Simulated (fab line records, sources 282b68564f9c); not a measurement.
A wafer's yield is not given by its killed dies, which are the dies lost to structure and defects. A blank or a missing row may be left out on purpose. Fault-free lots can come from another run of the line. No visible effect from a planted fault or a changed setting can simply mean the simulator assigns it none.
Split-lot study || flow rit_cmos || route with 202 steps; 5 lots, 23 wafers read

== THE SPLIT ITSELF ==
At RIT_M1_METAL_ETCH_12 (etches Al in Cl2/BCl3, stops on SiO2, time 165 s, target depth 600 nm), the setting time_s was moved away from the recipe's 165 s on 9 of the 23 wafers read, by -14.8% to +12.2%. This setting was run at the recipe's value on the other wafers.

Reading taken at the split's own step.

== THE READING ==
NOVOLAK_of_M1_COAT_04.thk_nm (the simulator's own value, which no gauge read), in nm, at RIT_M1_METAL_ETCH_12 (etches Al in Cl2/BCl3, stops on SiO2, time 165 s, target depth 600 nm). The file does not state a usual value for it. Average 802.8 nm, standard deviation 7.1 nm, over the 14 wafers here run with the recipe.

{"wafer": "L075.1", "tool, chamber at the split": "rie_metal-01, 0", "time_s as run, s": 165, "against the recipe": "recipe", "NOVOLAK_of_M1_COAT_04.thk_nm, nm": 790.9, "against lot-mates on the recipe": "-"}
{"wafer": "L075.2", "tool, chamber at the split": "rie_metal-01, 1", "time_s as run, s": 185.1, "against the recipe": "+12.2%", "NOVOLAK_of_M1_COAT_04.thk_nm, nm": 763.1, "against lot-mates on the recipe": -30.1}
{"wafer": "L075.3", "tool, chamber at the split": "rie_metal-01, 0", "time_s as run, s": 165, "against the recipe": "recipe", "NOVOLAK_of_M1_COAT_04.thk_nm, nm": 795.6, "against lot-mates on the recipe": "-"}
{"wafer": "L075.5", "tool, chamber at the split": "rie_metal-01, 0", "time_s as run, s": 185.1, "against the recipe": "+12.2%", "NOVOLAK_of_M1_COAT_04.thk_nm, nm": 752, "against lot-mates on the recipe": -41.2}
{"wafer": "L075.6", "tool, chamber at the split": "rie_metal-01, 1", "time_s as run, s": 185.1, "against the recipe": "+12.2%", "NOVOLAK_of_M1_COAT_04.thk_nm, nm": 768.7, "against lot-mates on the recipe": -24.5}
{"wafer": "L077.1", "tool, chamber at the split": "rie_metal-03, 0", "time_s as run, s": 140.5, "against the recipe": "-14.8%", "NOVOLAK_of_M1_COAT_04.thk_nm, nm": 862.4, "against lot-mates on the recipe": "+57.5"}
{"wafer": "L077.2", "tool, chamber at the split": "rie_metal-03, 1", "time_s as run, s": 140.5, "against the recipe": "-14.8%", "NOVOLAK_of_M1_COAT_04.thk_nm, nm": 855.8, "against lot-mates on the recipe": "+50.9"}
{"wafer": "L077.3", "tool, chamber at the split": "rie_metal-03, 1", "time_s as run, s": 140.5, "against the recipe": "-14.8%", "NOVOLAK_of_M1_COAT_04.thk_nm, nm": 849.6, "against lot-mates on the recipe": "+44.8"}
{"wafer": "L077.5", "tool, chamber at the split": "rie_metal-03, 0", "time_s as run, s": 165, "against the recipe": "recipe", "NOVOLAK_of_M1_COAT_04.thk_nm, nm": 808.1, "against lot-mates on the recipe": "-"}
{"wafer": "L077.6", "tool, chamber at the split": "rie_metal-03, 1", "time_s as run, s": 165, "against the recipe": "recipe", "NOVOLAK_of_M1_COAT_04.thk_nm, nm": 801.6, "against lot-mates on the recipe": "-"}
{"wafer": "L080.1", "tool, chamber at the split": "rie_metal-03, 0", "time_s as run, s": 152.3, "against the recipe": "-7.7%", "NOVOLAK_of_M1_COAT_04.thk_nm, nm": 833.5, "against lot-mates on the recipe": "+33.4"}
{"wafer": "L080.2", "tool, chamber at the split": "rie_metal-03, 1", "time_s as run, s": 152.3, "against the recipe": "-7.7%", "NOVOLAK_of_M1_COAT_04.thk_nm, nm": 826.2, "against lot-mates on the recipe": "+26.1"}
{"wafer": "L080.3", "tool, chamber at the split": "rie_metal-03, 1", "time_s as run, s": 165, "against the recipe": "recipe", "NOVOLAK_of_M1_COAT_04.thk_nm, nm": 802.1, "against lot-mates on the recipe": "-"}
{"wafer": "L080.4", "tool, chamber at the split": "rie_metal-03, 0", "time_s as run, s": 152.3, "against the recipe": "-7.7%", "NOVOLAK_of_M1_COAT_04.thk_nm, nm": 830.8, "against lot-mates on the recipe": "+30.7"}
{"wafer": "L080.6", "tool, chamber at the split": "rie_metal-03, 1", "time_s as run, s": 165, "against the recipe": "recipe", "NOVOLAK_of_M1_COAT_04.thk_nm, nm": 798.1, "against lot-mates on the recipe": "-"}
{"wafer": "L081.1", "tool, chamber at the split": "rie_metal-01, 1", "time_s as run, s": 165, "against the recipe": "recipe", "NOVOLAK_of_M1_COAT_04.thk_nm, nm": 811.1, "against lot-mates on the recipe": "-"}
{"wafer": "L081.2", "tool, chamber at the split": "rie_metal-01, 0", "time_s as run, s": 165, "against the recipe": "recipe", "NOVOLAK_of_M1_COAT_04.thk_nm, nm": 797.6, "against lot-mates on the recipe": "-"}
{"wafer": "L081.3", "tool, chamber at the split": "rie_metal-01, 1", "time_s as run, s": 165, "against the recipe": "recipe", "NOVOLAK_of_M1_COAT_04.thk_nm, nm": 811, "against lot-mates on the recipe": "-"}
{"wafer": "L081.4", "tool, chamber at the split": "rie_metal-01, 0", "time_s as run, s": 165, "against the recipe": "recipe", "NOVOLAK_of_M1_COAT_04.thk_nm, nm": 798.6, "against lot-mates on the recipe": "-"}
{"wafer": "L081.5", "tool, chamber at the split": "rie_metal-01, 1", "time_s as run, s": 165, "against the recipe": "recipe", "NOVOLAK_of_M1_COAT_04.thk_nm, nm": 811.5, "against lot-mates on the recipe": "-"}
{"wafer": "L084.3", "tool, chamber at the split": "rie_metal-01, 1", "time_s as run, s": 165, "against the recipe": "recipe", "NOVOLAK_of_M1_COAT_04.thk_nm, nm": 812, "against lot-mates on the recipe": "-"}
{"wafer": "L084.4", "tool, chamber at the split": "rie_metal-01, 0", "time_s as run, s": 165, "against the recipe": "recipe", "NOVOLAK_of_M1_COAT_04.thk_nm, nm": 793.1, "against lot-mates on the recipe": "-"}
{"wafer": "L084.5", "tool, chamber at the split": "rie_metal-01, 1", "time_s as run, s": 165, "against the recipe": "recipe", "NOVOLAK_of_M1_COAT_04.thk_nm, nm": 807.3, "against lot-mates on the recipe": "-"}

FIT RESULTS
A straight line over all 23 wafers: NOVOLAK_of_M1_COAT_04.thk_nm changes by -3.51 nm for each +1% of time_s; r = -0.97; the points scatter about the line by 6.8 nm.
The same after taking each lot's own level away (the mean of its wafers on the recipe; 23 wafers): -3.17 nm for each +1%; r = -0.97; scatter 6.4 nm.
That fit puts the effect of the largest move of time_s on the reading at 47 nm.
From 793.25 to 805.96 nm: that is the span of the lots' own levels, equal to 1.8 times the standard deviation above.
So the slope is not independent of the lot-to-lot level: the two fits are not the same.
Check: for one of the wafers moved furthest among these (-14.8%), held out of the fit, the line's prediction against its lot-mates is +47.3 nm. It came out at +57.5 nm against them.

== ADDITIONAL SPLITS CARRIED BY THESE WAFERS ==
These wafers also went through other splits before the reading. Each is held against what the fit with the lots' levels taken away leaves over:
{"other split on the same wafers": "RIT_SDANNEAL_RTA_03 time_s", "wafers away from the commonest value": 7, "r with NOVOLAK_of_M1_COAT_04.thk_nm (lot level and that fit taken away)": -0.16}
{"other split on the same wafers": "RIT_CONTACT_CVD_00 time_s", "wafers away from the commonest value": 7, "r with NOVOLAK_of_M1_COAT_04.thk_nm (lot level and that fit taken away)": "+0.15"}
{"other split on the same wafers": "RIT_CONTACT_DEVELOP_07 develop_time_s", "wafers away from the commonest value": 5, "r with NOVOLAK_of_M1_COAT_04.thk_nm (lot level and that fit taken away)": -0.25}
{"other split on the same wafers": "RIT_CONTACT_ETCH_11 rf_w", "wafers away from the commonest value": 8, "r with NOVOLAK_of_M1_COAT_04.thk_nm (lot level and that fit taken away)": -0.22}

== FILE'S OWN FIT ==
NOVOLAK_of_M1_COAT_04.thk_nm changes by -3.22 nm for each +1% of time_s, r = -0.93.
